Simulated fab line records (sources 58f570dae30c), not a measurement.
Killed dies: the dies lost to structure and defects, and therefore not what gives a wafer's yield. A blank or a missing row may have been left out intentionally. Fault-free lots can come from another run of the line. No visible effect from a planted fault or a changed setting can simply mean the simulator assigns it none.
fab line records + flow berkeleyCmos170
record:
- lots: 13
- wafers: 39
- lastDay: 12
route steps=331 shown M3@310
lots untouched by any fault: they come from a run of this same line in which no faults occurred
startH: start of the lot's first displayed wafer, in hours after the record's first day + waitH: time in hours since the lot's previous step + " same as the row above + L1.1+2: a row that stands for several wafers + - no value, or no start given + * or withheld: withheld + < > ~ a bound
route shown NAME@n: names a module that has steps shown in the file, with the first one's number in the route + usual: mean/standard deviation of fault-free wafers + same: alike in all rows + chamber/n: place in a boat + sites: the reading at each site + _std_site: how widely they spread, as a standard deviation + _edge_site: inner sites' mean taken away from outer sites' mean + radiusMm: for every site, how far away it sits from the centre of the wafer + mask NAME#n: copy n + behind: the tool/chamber that last shaped the wafer + hold: why the lot went on hold/how many hours it stayed there/how the hold came to an end + device: which transistor (n, p or np) failed to switch + end of line: tests of these same wafers at the route's end + step lacking rows: just its recipe + killed: not the wafer's yield, but the dies lost to structure and defects at the first sort + map: a wafer's dies, marking killed ones x, the rest . and places with no die _
set.NAME: the run value of the setting; set.NAME@STEP: its run value at that earlier step + model.NAME: the simulator's own value behind a step, which no gauge read
the route's steps for a sample of lots (tables are steps, rows are wafers)
services: the hour from which a tool's chamber was out of use, counted from the record's first day as startH (under 0 if before that day), plus the number of hours and why
== steps ==
step: UCB170_M3_SPUTTER_01
recipe:
- material: Al
- targetThkNm: 900
- timeS: 120
- powerW: 6000
- chamberPressurePa: 0.5
usual:
- cathodeDcPowerW: 6000.1/1.1
- throttleValvePct: 30.4/0.89
| lot.wafer | tool          | chamber | startH | waitH | cathodeDcPowerW | throttleValvePct |
|-----------|---------------|---------|--------|-------|-----------------|------------------|
| L858.1    | pvdSputter-01 | -       | 155.89 | 0.0   | 5999.8          | 30.6             |
| L858.2    | "             | -       | "      | "     | 6001.4          | 29.8             |
| L858.5    | "             | -       | "      | "     | 6000.6          | 30.2             |
| L857.1    | pvdSputter-02 | -       | 157.60 | 0.0   | 6000.1          | 31.3             |
| L857.3    | "             | -       | "      | "     | 5999.4          | 30.4             |
| L857.5    | "             | -       | "      | "     | 5999.4          | 31.3             |
| L859.3    | pvdSputter-04 | -       | 171.20 | 0.0   | 5999.6          | 29.7             |
| L859.5    | "             | -       | "      | "     | 6000.2          | 29.2             |
| L859.6    | "             | -       | "      | "     | 6000.7          | 30.2             |
| L860.2    | pvdSputter-01 | -       | 181.41 | 0.0   | 6002.2          | 30.3             |
| L860.4    | "             | -       | "      | "     | 6000.7          | 29.8             |
| L860.6    | "             | -       | "      | "     | 5999.1          | 29.7             |
| L861.2    | pvdSputter-04 | -       | 190.40 | 0.0   | 6001.4          | 29.3             |
| L861.4    | "             | -       | "      | "     | 6000.0          | 30.3             |
| L861.5    | "             | -       | "      | "     | 5999.5          | 30.2             |
| L862.3    | pvdSputter-02 | -       | 190.64 | 0.0   | 5999.9          | 30.4             |
| L862.5    | "             | -       | "      | "     | 6000.0          | 30.5             |
| L862.6    | "             | -       | "      | "     | 6000.4          | 31.3             |
| L863.1    | pvdSputter-04 | -       | 198.57 | 0.0   | 6000.5          | 29.4             |
| L863.3    | "             | -       | "      | "     | 5999.6          | 30.1             |
| L863.6    | "             | -       | "      | "     | 6003.4          | 29.2             |
| L866.3    | pvdSputter-01 | -       | 212.50 | 0.0   | 6000.2          | 29.8             |
| L866.4    | "             | -       | "      | "     | 5998.9          | 30.3             |
| L866.5    | "             | -       | "      | "     | 6001.1          | 29.6             |
| L867.3    | pvdSputter-02 | -       | 221.77 | 0.0   | 6001.6          | 30.4             |
| L867.4    | "             | -       | "      | "     | 6000.6          | 31.2             |
| L867.6    | "             | -       | "      | "     | 6002.5          | 30.4             |
| L869.2    | pvdSputter-04 | -       | 224.48 | 0.0   | 6001.6          | 29.4             |
| L869.4    | "             | -       | "      | "     | 5997.9          | 29.9             |
| L869.5    | "             | -       | "      | "     | 5999.1          | 29.3             |
| L871.2    | pvdSputter-01 | -       | 242.32 | 0.0   | 5998.4          | 30.3             |
| L871.3    | "             | -       | "      | "     | 7526.7          | 30.2             |
| L871.5    | "             | -       | "      | "     | 7527.6          | 30.3             |
| L879.2    | pvdSputter-04 | -       | 267.23 | 0.0   | 6000.2          | 30.2             |
| L879.5    | "             | -       | "      | "     | 5999.1          | 29.1             |
| L879.6    | "             | -       | "      | "     | 6000.5          | 30.0             |
| L880.1    | pvdSputter-02 | -       | 285.22 | 0.0   | 6000.3          | 31.4             |
| L880.2    | "             | -       | "      | "     | 6000.2          | 30.3             |
| L880.4    | "             | -       | "      | "     | 6000.5          | 32.6             |
step: UCB170_M3_RS_MEAS_02
recipe:
- thkMeasGauge: four-point-probe
- reads: Al_of_M3_SPUTTER_01
usual:
- M3_AL_RS: 0.0321/0.00033
| lot.wafer | tool         | chamber | startH | waitH | hold                    | M3_AL_RS[ohm/sq] |
|-----------|--------------|---------|--------|-------|-------------------------|------------------|
| L858.1    | filmMetro-01 | -       | 155.98 | 0.0   | -                       | 0.0319           |
| L858.2    | "            | -       | "      | "     | -                       | 0.0319           |
| L858.5    | "            | -       | "      | "     | -                       | 0.0319           |
| L857.1    | filmMetro-03 | -       | 157.68 | 0.0   | -                       | 0.0328           |
| L857.3    | "            | -       | "      | "     | -                       | 0.0322           |
| L857.5    | "            | -       | "      | "     | -                       | 0.0326           |
| L859.3    | filmMetro-03 | -       | 171.32 | 0.1   | -                       | 0.0317           |
| L859.5    | "            | -       | "      | "     | -                       | 0.0318           |
| L859.6    | "            | -       | "      | "     | -                       | 0.0317           |
| L860.2    | filmMetro-01 | -       | 181.51 | 0.1   | -                       | 0.0319           |
| L860.4    | "            | -       | "      | "     | -                       | 0.0320           |
| L860.6    | "            | -       | "      | "     | -                       | 0.0326           |
| L861.2    | filmMetro-01 | -       | 190.50 | 0.1   | -                       | 0.0318           |
| L861.4    | "            | -       | "      | "     | -                       | 0.0319           |
| L861.5    | "            | -       | "      | "     | -                       | 0.0319           |
| L862.3    | filmMetro-03 | -       | 190.77 | 0.1   | -                       | 0.0323           |
| L862.5    | "            | -       | "      | "     | -                       | 0.0325           |
| L862.6    | "            | -       | "      | "     | -                       | 0.0323           |
| L863.1    | filmMetro-02 | -       | 198.65 | 0.0   | -                       | 0.0317           |
| L863.3    | "            | -       | "      | "     | -                       | 0.0319           |
| L863.6    | "            | -       | "      | "     | -                       | 0.0320           |
| L866.3    | filmMetro-01 | -       | 212.63 | 0.1   | -                       | 0.0320           |
| L866.4    | "            | -       | "      | "     | -                       | 0.0317           |
| L866.5    | "            | -       | "      | "     | -                       | 0.0319           |
| L867.3    | filmMetro-03 | -       | 221.90 | 0.1   | -                       | 0.0323           |
| L867.4    | "            | -       | "      | "     | -                       | 0.0322           |
| L867.6    | "            | -       | "      | "     | -                       | 0.0323           |
| L869.2    | filmMetro-02 | -       | 224.58 | 0.1   | -                       | 0.0316           |
| L869.4    | "            | -       | "      | "     | -                       | 0.0318           |
| L869.5    | "            | -       | "      | "     | -                       | 0.0315           |
| L871.2    | filmMetro-02 | -       | 242.42 | 0.1   | awaitDispo/0.2h/release | 0.0321           |
| L871.3    | "            | -       | "      | "     | awaitDispo/0.2h/release | 0.0255           |
| L871.5    | "            | -       | "      | "     | awaitDispo/0.2h/release | 0.0257           |
| L871.2    | filmMetro-02 | -       | 242.71 | 0.3   | -                       | 0.0321           |
| L871.3    | "            | -       | "      | "     | -                       | 0.0255           |
| L871.5    | "            | -       | "      | "     | -                       | 0.0257           |
| L879.2    | filmMetro-03 | -       | 267.33 | 0.1   | -                       | 0.0317           |
| L879.5    | "            | -       | "      | "     | -                       | 0.0317           |
| L879.6    | "            | -       | "      | "     | -                       | 0.0316           |
| L880.1    | filmMetro-03 | -       | 285.30 | 0.0   | -                       | 0.0320           |
| L880.2    | "            | -       | "      | "     | -                       | 0.0316           |
| L880.4    | "            | -       | "      | "     | -                       | 0.0320           |
step: UCB170_M3_THK_MEAS_03
recipe:
- thkMeasGauge: xrf
- reads: Al_of_M3_SPUTTER_01
usual:
- M3_AL_THK: 907/10
| lot.wafer | tool         | chamber | startH | waitH | hold                    | M3_AL_THK[nm] |
|-----------|--------------|---------|--------|-------|-------------------------|---------------|
| L858.1    | filmMetro-01 | -       | 156.10 | 0.1   | -                       | 911           |
| L858.2    | "            | -       | "      | "     | -                       | 910           |
| L858.5    | "            | -       | "      | "     | -                       | 906           |
| L857.1    | filmMetro-03 | -       | 157.80 | 0.1   | -                       | 888           |
| L857.3    | "            | -       | "      | "     | -                       | 904           |
| L857.5    | "            | -       | "      | "     | -                       | 891           |
| L859.3    | filmMetro-03 | -       | 171.42 | 0.1   | -                       | 913           |
| L859.5    | "            | -       | "      | "     | -                       | 910           |
| L859.6    | "            | -       | "      | "     | -                       | 907           |
| L860.2    | filmMetro-01 | -       | 181.62 | 0.1   | -                       | 918           |
| L860.4    | "            | -       | "      | "     | -                       | 914           |
| L860.6    | "            | -       | "      | "     | -                       | 896           |
| L861.2    | filmMetro-01 | -       | 190.61 | 0.1   | -                       | 920           |
| L861.4    | "            | -       | "      | "     | -                       | 917           |
| L861.5    | "            | -       | "      | "     | -                       | 917           |
| L862.3    | filmMetro-03 | -       | 190.87 | 0.1   | -                       | 893           |
| L862.5    | "            | -       | "      | "     | -                       | 887           |
| L862.6    | "            | -       | "      | "     | -                       | 890           |
| L863.1    | filmMetro-02 | -       | 198.77 | 0.1   | -                       | 924           |
| L863.3    | "            | -       | "      | "     | -                       | 918           |
| L863.6    | "            | -       | "      | "     | -                       | 917           |
| L866.3    | filmMetro-01 | -       | 212.73 | 0.1   | -                       | 907           |
| L866.4    | "            | -       | "      | "     | -                       | 913           |
| L866.5    | "            | -       | "      | "     | -                       | 909           |
| L867.3    | filmMetro-03 | -       | 222.00 | 0.1   | -                       | 898           |
| L867.4    | "            | -       | "      | "     | -                       | 905           |
| L867.6    | "            | -       | "      | "     | -                       | 894           |
| L869.2    | filmMetro-02 | -       | 224.69 | 0.1   | -                       | 922           |
| L869.4    | "            | -       | "      | "     | -                       | 921           |
| L869.5    | "            | -       | "      | "     | -                       | 925           |
| L871.2    | filmMetro-02 | -       | 252.28 | 9.6   | awaitDispo/0.2h/release | 911           |
| L871.3    | "            | -       | "      | "     | awaitDispo/0.2h/release | 1142          |
| L871.5    | "            | -       | "      | "     | awaitDispo/0.2h/release | 1137          |
| L871.2    | filmMetro-02 | -       | 252.50 | 0.2   | -                       | 911           |
| L871.3    | "            | -       | "      | "     | -                       | 1138          |
| L871.5    | "            | -       | "      | "     | -                       | 1143          |
| L879.2    | filmMetro-03 | -       | 267.44 | 0.1   | -                       | 910           |
| L879.5    | "            | -       | "      | "     | -                       | 908           |
| L879.6    | "            | -       | "      | "     | -                       | 911           |
| L880.1    | filmMetro-03 | -       | 285.42 | 0.1   | -                       | 908           |
| L880.2    | "            | -       | "      | "     | -                       | 915           |
| L880.4    | "            | -       | "      | "     | -                       | 900           |
step: UCB170_M3_METAL_ETCH_18
recipe:
- chemistry: Cl2/BCl3
- target: Al
- stopOn: SiO2
- pressureMtorr: 12
- targetDepthA: 11700
- overEtchFrac: 0.3
- timeS: 195
- icpW: 600
- biasW: 120
- Cl2_flow_sccm: 90
- bcl3FlowSccm: 45
usual:
- drypumpMotorCurrentA: 5.48/0.26
- oesProductAu: 0.869/0.017
- throttleValvePct: 24.33/0.23
| lot.wafer | tool        | chamber | startH | waitH | drypumpMotorCurrentA | oesProductAu | rfHoursCounterH | throttleValvePct |
|-----------|-------------|---------|--------|-------|----------------------|--------------|-----------------|------------------|
| L858.1    | rieMetal-01 | 1       | 158.38 | -     | 5.51                 | 0.881        | 7               | 24.30            |
| L858.2    | "           | 0       | "      | "     | 5.21                 | 0.880        | 2               | 24.00            |
| L858.5    | "           | 1       | "      | "     | 5.51                 | 0.885        | -               | 24.31            |
| L857.1    | rieMetal-04 | 1       | 159.66 | -     | 5.61                 | 0.860        | 8               | 24.55            |
| L857.3    | "           | 0       | "      | "     | 5.29                 | 0.824        | -               | 24.34            |
| L857.5    | "           | 1       | "      | "     | 5.62                 | 0.872        | -               | 24.54            |
| L859.3    | rieMetal-01 | 0       | 173.29 | -     | 5.17                 | 0.892        | -               | 24.00            |
| L859.5    | "           | 1       | "      | "     | 5.51                 | 0.886        | -               | 24.30            |
| L859.6    | "           | 0       | "      | "     | 5.19                 | 0.888        | -               | 24.00            |
| L860.2    | rieMetal-01 | 0       | 183.56 | -     | 5.19                 | 0.882        | 3               | 24.00            |
| L860.4    | "           | 1       | "      | "     | 5.51                 | 0.888        | -               | 24.30            |
| L860.6    | "           | 0       | "      | "     | 5.21                 | 0.872        | -               | 24.02            |
| L861.2    | rieMetal-04 | 1       | 193.85 | -     | 5.60                 | 0.875        | 9               | 24.56            |
| L861.4    | "           | 1       | "      | "     | 5.59                 | 0.872        | -               | 24.54            |
| L861.5    | "           | 1       | "      | "     | 5.60                 | 0.874        | -               | 24.54            |
| L862.3    | rieMetal-02 | 1       | 194.18 | -     | 6.14                 | 0.834        | -               | 24.06            |
| L862.5    | "           | 1       | "      | "     | 6.14                 | 0.838        | -               | 24.07            |
| L862.6    | "           | 0       | "      | "     | 5.55                 | 0.844        | -               | 24.52            |
| L863.1    | rieMetal-04 | 1       | 201.18 | -     | 5.60                 | 0.881        | 9               | 24.57            |
| L863.3    | "           | 1       | "      | "     | 5.58                 | 0.878        | -               | 24.55            |
| L863.6    | "           | 0       | "      | "     | 5.30                 | 0.869        | -               | 24.60            |
| L866.3    | rieMetal-01 | 1       | 216.96 | -     | 5.52                 | 0.887        | -               | 24.30            |
| L866.4    | "           | 0       | "      | "     | 5.18                 | 0.879        | -               | 24.00            |
| L866.5    | "           | 1       | "      | "     | 5.52                 | 0.880        | -               | 24.30            |
| L867.3    | rieMetal-04 | 1       | 224.24 | -     | 5.61                 | 0.872        | -               | 24.53            |
| L867.4    | "           | 0       | "      | "     | 5.31                 | 0.864        | -               | 24.60            |
| L867.6    | "           | 1       | "      | "     | 5.63                 | 0.868        | -               | 24.54            |
| L869.2    | rieMetal-02 | 1       | 226.77 | -     | 6.12                 | 0.843        | 13              | 24.06            |
| L869.4    | "           | 0       | "      | "     | 5.54                 | 0.856        | -               | 24.52            |
| L869.5    | "           | 0       | "      | "     | 5.54                 | 0.862        | -               | 24.50            |
| L871.2    | rieMetal-01 | 0       | 259.49 | -     | 5.21                 | 0.881        | 5               | 24.00            |
| L871.3    | "           | 0       | "      | "     | 5.19                 | 1.008        | -               | 23.94            |
| L871.5    | "           | 1       | "      | "     | 5.51                 | 0.997        | -               | 24.25            |
| L879.2    | rieMetal-04 | 0       | 269.36 | -     | 5.31                 | 0.873        | 2               | 24.61            |
| L879.5    | "           | 1       | "      | "     | 5.60                 | 0.879        | -               | 24.54            |
| L879.6    | "           | 0       | "      | "     | 5.29                 | 0.874        | -               | 24.60            |
| L880.1    | rieMetal-02 | 0       | 287.32 | -     | 5.58                 | 0.852        | 9               | 24.50            |
| L880.2    | "           | 1       | "      | "     | 6.13                 | 0.842        | 1               | 24.12            |
| L880.4    | "           | 1       | "      | "     | 6.15                 | 0.827        | -               | 24.15            |
== services ==
| tool          | chamber | startH | hours | kind          |
|---------------|---------|--------|-------|---------------|
| pvdSputter-02 | -       | 154.88 | 0.9   | repair        |
| pvdSputter-02 | -       | 165.55 | 11.3  | repair        |
| rieMetal-04   | 0       | 169.75 | -     | clean         |
| rieMetal-04   | 0       | 169.75 | 19.6  | scheduledDown |
| rieMetal-04   | 0       | 169.75 | 19.6  | ventCycle     |
| pvdSputter-02 | -       | 186.62 | 3.3   | repair        |
| pvdSputter-01 | -       | 187.68 | 2.6   | repair        |
| pvdSputter-04 | -       | 200.83 | 1.8   | repair        |
| pvdSputter-04 | -       | 212.69 | 6.3   | repair        |
| rieMetal-01   | -       | 233.35 | 2.8   | pm            |
| rieMetal-02   | 1       | 236.64 | -     | clean         |
| rieMetal-02   | 1       | 236.64 | 18.7  | scheduledDown |
| rieMetal-02   | 1       | 236.64 | 18.7  | ventCycle     |
| pvdSputter-01 | -       | 284.51 | 2.1   | repair        |
== key ==
firstSign:
- step: UCB170_M3_SPUTTER_01
- reading: cathodeDcPowerW
- direction: up
- sigmas: 99+
- usual: 6000.1
- struck: 7527.1
effect:
- step: UCB170_M3_RS_MEAS_02
- reading: visit
- direction: added
effect:
- step: UCB170_M3_RS_MEAS_02
- reading: M3_AL_RS
- direction: down
- sigmas: 20
- usual: 0.0321
- struck: 0.0256
effect:
- step: UCB170_M3_THK_MEAS_03
- reading: visit
- direction: added
effect:
- step: UCB170_M3_THK_MEAS_03
- reading: M3_AL_THK
- direction: up
- sigmas: 23
- usual: 907
- struck: 1140
effect:
- step: UCB170_M3_METAL_ETCH_18
- reading: oesProductAu
- direction: up
- sigmas: 8
- usual: 0.869
- struck: 1.002
metAt UCB170_M3_SPUTTER_01
struckLots L871
struckWafers L871.3,L871.5
laterRowsLeftOut L871.3
sortLeftOut L871.3,L871.5
onsetBetween 155.89 242.32
fault:
- kind: processParameterDrift
- tool: pvdSputter-01
- chamber: -
- onsetH: 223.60
- steps: UCB170_M3_SPUTTER_01
- channel: powerW
- offset: 1527.9
- shape: step
- endH: 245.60
- actsIn: theseRecipesOnly
- stated: 6000
- scope: struckWafersOnly
sortLeftOut: the simulated sort isn't trusted on such a fault, so these wafers' sort isn't shown, and their yield isn't known
laterRowsLeftOut: the simulator's readings of these wafers behind a module that went badly wrong aren't trusted and aren't shown, but for the sort
